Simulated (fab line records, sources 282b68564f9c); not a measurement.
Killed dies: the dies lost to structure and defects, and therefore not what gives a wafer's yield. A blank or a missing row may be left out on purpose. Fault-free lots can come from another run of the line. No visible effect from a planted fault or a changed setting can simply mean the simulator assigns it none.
Which tool was responsible? / flow rit_cmos / 39 wafers from 13 lots sampled at 2 of the route's 202 steps

## WHAT THE GAUGES READ, wafer by wafer
The record lacks any reading of a measuring or inspecting step that a usual standard deviation could be used to judge.

## EACH LOT AND THE TOOL THAT RAN IT (in order: tool; ch and the chambers of the sampled wafers; start)
lot=L541; RIT_NWELL_EXPOSE_03=iline_stepper-02 ch 0, day 2 07:15; RIT_M1_PROBE_99=prober-02, day 4 09:23
lot=L542; RIT_NWELL_EXPOSE_03=iline_stepper-01 ch 0, day 2 13:23; RIT_M1_PROBE_99=-
lot=L544; RIT_NWELL_EXPOSE_03=iline_stepper-02 ch 0, day 2 21:22; RIT_M1_PROBE_99=-
lot=L546; RIT_NWELL_EXPOSE_03=iline_stepper-02 ch 0, day 3 06:41; RIT_M1_PROBE_99=prober-01, day 5 12:26
lot=L547; RIT_NWELL_EXPOSE_03=iline_stepper-01 ch 0, day 4 04:14; RIT_M1_PROBE_99=-
lot=L548; RIT_NWELL_EXPOSE_03=iline_stepper-02 ch 0, day 4 04:29; RIT_M1_PROBE_99=-
lot=L552; RIT_NWELL_EXPOSE_03=iline_stepper-01 ch 0, day 4 22:31; RIT_M1_PROBE_99=-
lot=L556; RIT_NWELL_EXPOSE_03=iline_stepper-02 ch 0, day 5 15:20; RIT_M1_PROBE_99=prober-02, day 7 09:58
lot=L558; RIT_NWELL_EXPOSE_03=iline_stepper-01 ch 0, day 5 21:08; RIT_M1_PROBE_99=prober-02, day 7 14:30
lot=L559; RIT_NWELL_EXPOSE_03=iline_stepper-02 ch 0, day 5 21:23; RIT_M1_PROBE_99=prober-01, day 7 12:46
lot=L561; RIT_NWELL_EXPOSE_03=iline_stepper-02 ch 0, day 6 08:08; RIT_M1_PROBE_99=-
lot=L562; RIT_NWELL_EXPOSE_03=iline_stepper-01 ch 0, day 6 11:56; RIT_M1_PROBE_99=prober-01, day 8 03:43
lot=L563; RIT_NWELL_EXPOSE_03=iline_stepper-02 ch 0, day 6 16:10; RIT_M1_PROBE_99=-
- RIT_NWELL_EXPOSE_03: exposes mask M2, target cd 43900 nm.
- RIT_M1_PROBE_99

## WHAT THE TOOLS THEMSELVES READ (means of the sampled wafers that have a number; where no wafer has one, the mark that the record gives instead)
RIT_NWELL_EXPOSE_03. Usual: reticle_temp_C 22.99 C, standard deviation 0.11.
lot=L541; tool=iline_stepper-02; reticle_temp_C (C)=23.13; flag=
lot=L542; tool=iline_stepper-01; reticle_temp_C (C)=22.97; flag=
lot=L544; tool=iline_stepper-02; reticle_temp_C (C)=22.85; flag=
lot=L546; tool=iline_stepper-02; reticle_temp_C (C)=23.10; flag=
lot=L547; tool=iline_stepper-01; reticle_temp_C (C)=22.91; flag=
lot=L548; tool=iline_stepper-02; reticle_temp_C (C)=22.95; flag=
lot=L552; tool=iline_stepper-01; reticle_temp_C (C)=22.93; flag=
lot=L556; tool=iline_stepper-02; reticle_temp_C (C)=22.92; flag=
lot=L558; tool=iline_stepper-01; reticle_temp_C (C)=23.03; flag=
lot=L559; tool=iline_stepper-02; reticle_temp_C (C)=22.92; flag=
lot=L561; tool=iline_stepper-02; reticle_temp_C (C)=23.12; flag=
lot=L562; tool=iline_stepper-01; reticle_temp_C (C)=23.00; flag=
lot=L563; tool=iline_stepper-02; reticle_temp_C (C)=23.09; flag=

RIT_M1_PROBE_99. Usual: killed_at_contacts 0.1, standard deviation 0.23; killed_at_front_end 6.7, standard deviation 2.9; killed_dies 6.8, standard deviation 2.9; killed_on_rim 1.9, standard deviation 1.4; killed_open 3.5, standard deviation 2.1; killed_short 3.2, standard deviation 1.9.
lot=L541 tool=prober-02 killed_at_contacts=0.0 killed_at_front_end=7.3 killed_dies=7.3 killed_on_rim=2.3 killed_open=3.7 killed_short=3.3 flag=
lot=L546 tool=prober-01 killed_at_contacts=0.0 killed_at_front_end=6.7 killed_dies=6.7 killed_on_rim=2.0 killed_open=3.0 killed_short=3.7 flag=
lot=L556 tool=prober-02 killed_at_contacts=0.0 killed_at_front_end=7.0 killed_dies=7.0 killed_on_rim=2.0 killed_open=2.0 killed_short=5.0 flag=
lot=L558 tool=prober-02 killed_at_contacts=0.0 killed_at_front_end=6.3 killed_dies=6.3 killed_on_rim=2.0 killed_open=2.3 killed_short=4.0 flag=
lot=L559 tool=prober-01 killed_at_contacts=0.0 killed_at_front_end=8.0 killed_dies=8.0 killed_on_rim=2.3 killed_open=3.3 killed_short=4.7 flag=
lot=L562 tool=prober-01 killed_at_contacts=0.3 killed_at_front_end=6.0 killed_dies=6.3 killed_on_rim=1.3 killed_open=2.0 killed_short=4.3 flag=

## THE ANSWER, worked out from the rows above alone
Rule: take the mean of a lot's wafers that have a number; if it is more than 3 standard deviations from the usual mean, the lot is off. A lot without any number at a reading at which 4 lots or more have one is off too. Any other lot the step has rows for is counted as sound. The gauges are gone through in route order, then the tools' own readings, and for those a lot's mean is taken as printed above. At the first step where some lot is off, the reading lying furthest off is the one used; lots without a number count as furthest.
Nothing can be told from this: no lot is off at any reading shown.

## WHAT THE SIMULATOR HAD INSERTED
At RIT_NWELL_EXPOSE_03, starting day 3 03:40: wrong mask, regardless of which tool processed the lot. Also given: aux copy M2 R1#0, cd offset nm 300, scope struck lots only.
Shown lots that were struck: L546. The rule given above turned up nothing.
